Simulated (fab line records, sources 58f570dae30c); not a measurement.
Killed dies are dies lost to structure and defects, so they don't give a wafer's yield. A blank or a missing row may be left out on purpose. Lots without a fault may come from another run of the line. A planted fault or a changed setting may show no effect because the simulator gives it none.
A struck lot beside a sound one | flow berkeley_cmos170 | 17 steps out of a route of 331
Sound: wafers L789.1, L789.5, L789.6. Struck: wafers L793.2, L793.3, L793.6. The cause comes at the end.
At each step with rows: each side's tool, then ch and its chambers, then its first start. Under that, the readings that differ: sound wafers | struck wafers | difference of the means | sigmas: that difference in standard deviations of wafers without a fault.
alike: readings whose means differ by less than 2 such deviations, and words and numbers that are the same on both sides. not compared: withheld readings, readings that some wafer has no value for, bounds like >300 that may hide the same value, and numbers for which the record gives no deviation and whose values overlap.
The two part at a step that has a row with sigmas, a row that says differs or no value, or rows on one side only. Numbers that don't overlap but have no deviation are shown without sigmas and don't part them. A reading that every wafer of one side lacks parts them only if that side has two wafers or more.

first, 5 steps without rows for these wafers: UCB170_NLDD_COAT_01 (resist thk 900 nm); UCB170_NLDD_SOFTBAKE_02 (time 60 s); UCB170_NLDD_EXPOSE_03 (exposes mask NSELECT, target cd 1200 nm); UCB170_NLDD_PEB_04; UCB170_NLDD_DEVELOP_05 (develop time 45 s).
UCB170_NLDD_CD_MEAS_06: target cd 1200 nm.
  sound on cd_sem-02, day 8 00:07; struck on cd_sem-02, day 8 17:59
  alike: cd_nm
UCB170_NLDD_OVL_MEAS_07:
  sound on overlay-01, day 8 00:14; struck on overlay-01, day 8 18:05
  alike: NLDD_OVL
then, 2 steps without rows for these wafers: UCB170_NLDD_IMPLANT_08; UCB170_NLDD_IMPLANT_09.
UCB170_NLDD_STRIP_10: strips in O2.
  sound on plasma_asher-04 ch 0,1, day 8 00:34; struck on plasma_asher-03 ch 0,1, day 8 18:25
  reading                     | sound       | struck      | difference | sigmas
  drypump_motor_current_A (A) | 5.1 5.2 5.1 | 6.0 5.9 6.0 | +0.8       | +2
  alike: oes_product_au, strip_time_to_endpoint_s
  not compared: rf_hours_counter_h
UCB170_NLDD_TW_MEAS_11:
  sound on film_metro-04, day 8 00:40; struck on film_metro-03, day 8 18:32
  alike: NLDD_TW
then, 1 step without rows for these wafers: UCB170_NLDD_CLEAN_12 (cleans in SPM, time 600 s).
UCB170_SPACER_CVD_00: deposits SiO2 from TEOS/O2, target thk 376 nm, time 47 s.
  sound on pecvd-03 ch 0,1,2, day 8 01:58; struck on pecvd-02 ch 0,1,2, day 8 19:01
  alike: heater_power_w
UCB170_SPACER_THK_MEAS_01:
  sound on film_metro-02, day 8 02:02; struck on film_metro-03, day 8 19:04
  reading              | sound       | struck      | difference | sigmas
  SPACER_TEOS_THK (nm) | 376 374 381 | 745 741 762 | +372       | +70
then, 1 step without rows for these wafers: UCB170_SPACER_ANNEAL_02 (time 1800 s).
UCB170_SPACER_ETCHBACK_03: etches SiO2 in CHF3/CF4/Ar, stops on Si, target depth 376 nm, time 100 s.
  sound on rie_diel-04 ch 0,2,3, day 8 06:53; struck on rie_diel-01 ch 1,2, day 9 00:16
  reading                  | sound             | struck            | difference | sigmas
  oes_product_au (a.u.)    | 0.920 0.916 0.900 | 1.021 0.990 0.997 | +0.091     | +5
  model.etch.depth_nm (nm) | 375.8 373.8 380.9 | 443.2 434.8 430.7 | +59.4      |
  alike: CHF3_flow_sccm, drypump_motor_current_A, throttle_valve_pct
  not compared: rf_hours_counter_h
UCB170_M3_PROBE_99:
  the record has rows for the struck wafers here (prober-01, day 10 03:20) and none for the sound ones

WHERE THEY PART
First at UCB170_NLDD_STRIP_10; last, within this record, at UCB170_M3_PROBE_99.

WHY: what the simulator had put in
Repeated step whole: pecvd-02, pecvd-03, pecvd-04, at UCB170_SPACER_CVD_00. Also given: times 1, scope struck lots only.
